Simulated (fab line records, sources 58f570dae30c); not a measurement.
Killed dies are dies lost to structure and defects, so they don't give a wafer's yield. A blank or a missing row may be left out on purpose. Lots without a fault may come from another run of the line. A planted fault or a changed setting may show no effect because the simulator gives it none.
Problem report in the 8D (eight disciplines) form, filled by code | flow berkeley_cmos170 | the parts of the form that need people (team, actions taken, sign-off) are left out

1. THE PROBLEM
GATE_POLY_THK at UCB170_GATE_THK_MEAS_05 reads a mean of 262.1 nm on 3 wafers of 1 lot; wafers without a fault read 213.1 nm with a standard deviation of 2. That is +25 standard deviations from the usual mean.
First seen on wafer L215.2, day 9 04:26, on film_metro-01. The record holds 39 wafers of 13 lots with a number at this step. Rule for "out", or "out of limits": more than 4 standard deviations from the usual mean. The other wafers with a number count as sound.

2. WHAT IT IS AND WHAT IT IS NOT
question                    | is                     | is not
which readings at this step | GATE_POLY_THK          | -
which lots                  | L215                   | L201, L202, L203, L204, L205, L206, L207, L216, L217, L219, L222, L223
which wafers of those lots  | all that have a number | -
read on which gauges        | film_metro-01          | film_metro-02, film_metro-04
when                        | from day 9 04:26       | up to then (27 sound wafers); but 9 sound wafers of L219, L222, L223 came after

3. SUSPECTS, AND WHAT RULES EACH OUT
Counting: a tool at a process step up to the reading stays a suspect if it ran every lot that is out and no sound lot after the first of them.
- the gauge at UCB170_GATE_THK_MEAS_05: ruled out. All the wafers that are out were read on film_metro-01, but those of them that UCB170_GATE_CVD_04 has rows for are out there too, on other tools.
- lpcvd-02 at UCB170_GATE_CVD_04 (deposits poly-Si from SiH4, time 1440 s, target thk 214 nm): kept. It ran the lot that is out, L215 (day 9 03:01), and no sound lot after that; its last sound lot up to then is L216 (day 9 03:01). Its own readings are out on those wafers: pressure_mtorr.
Left after counting: lpcvd-02 at UCB170_GATE_CVD_04.

4. THE CAUSE (what the simulator had put in)
Process parameter drift: lpcvd-02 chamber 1, from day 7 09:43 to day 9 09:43, at UCB170_GATE_CVD_04. Setting pressure_mtorr, moved by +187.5, from 375. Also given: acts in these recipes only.
Counting left only this tool.

5. THE CHAIN OF EFFECTS, in route order
Each row: a reading whose mean over the struck wafers that have a number lies more than 3 standard deviations from the usual. Only readings for which the record gives a usual standard deviation are gone through. hours: the time from each lot's start at the first step in this table that gives one to its start at this step, as a median over the lots. sigmas: the change in usual standard deviations.
hours | step                    | reading        | usual       | on struck wafers | change | sigmas
0     | UCB170_GATE_CVD_04      | pressure_mtorr | 375.2 mTorr | 562.1            | +186.9 | +99 or more
1     | UCB170_GATE_THK_MEAS_05 | GATE_POLY_THK  | 213.1 nm    | 262.1            | +49.0  | +25
8     | UCB170_GATE_ETCH_15     | oes_product_au | 0.828 a.u.  | 0.978            | +0.150 | +8.4
The process steps in it:
- UCB170_GATE_CVD_04: deposits poly-Si from SiH4, time 1440 s, target thk 214 nm.
- UCB170_GATE_ETCH_15: etches poly-Si in HBr/Cl2, stops on SiO2, time 56.3 s, target depth 278.2 nm.
Later measuring or inspecting steps at which every struck wafer that the step has a row for has a number for every such reading, and none has moved that far: UCB170_GATE_CD_MEAS_90.

6. WHAT WOULD HAVE CAUGHT IT SOONER
In this record the first reading out of limits at a measuring or inspecting step was taken at day 9 04:26, 43 hours after the fault began at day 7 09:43.
The tool's own readings at UCB170_GATE_CVD_04 were out on every struck wafer that the step has a row for (pressure_mtorr): an alarm limit on them would have fired on the first of those.
All the lots that are out (1) had begun UCB170_GATE_CVD_04 on lpcvd-02 by day 9 04:26. A hold on the tool at that time would have spared none of them.
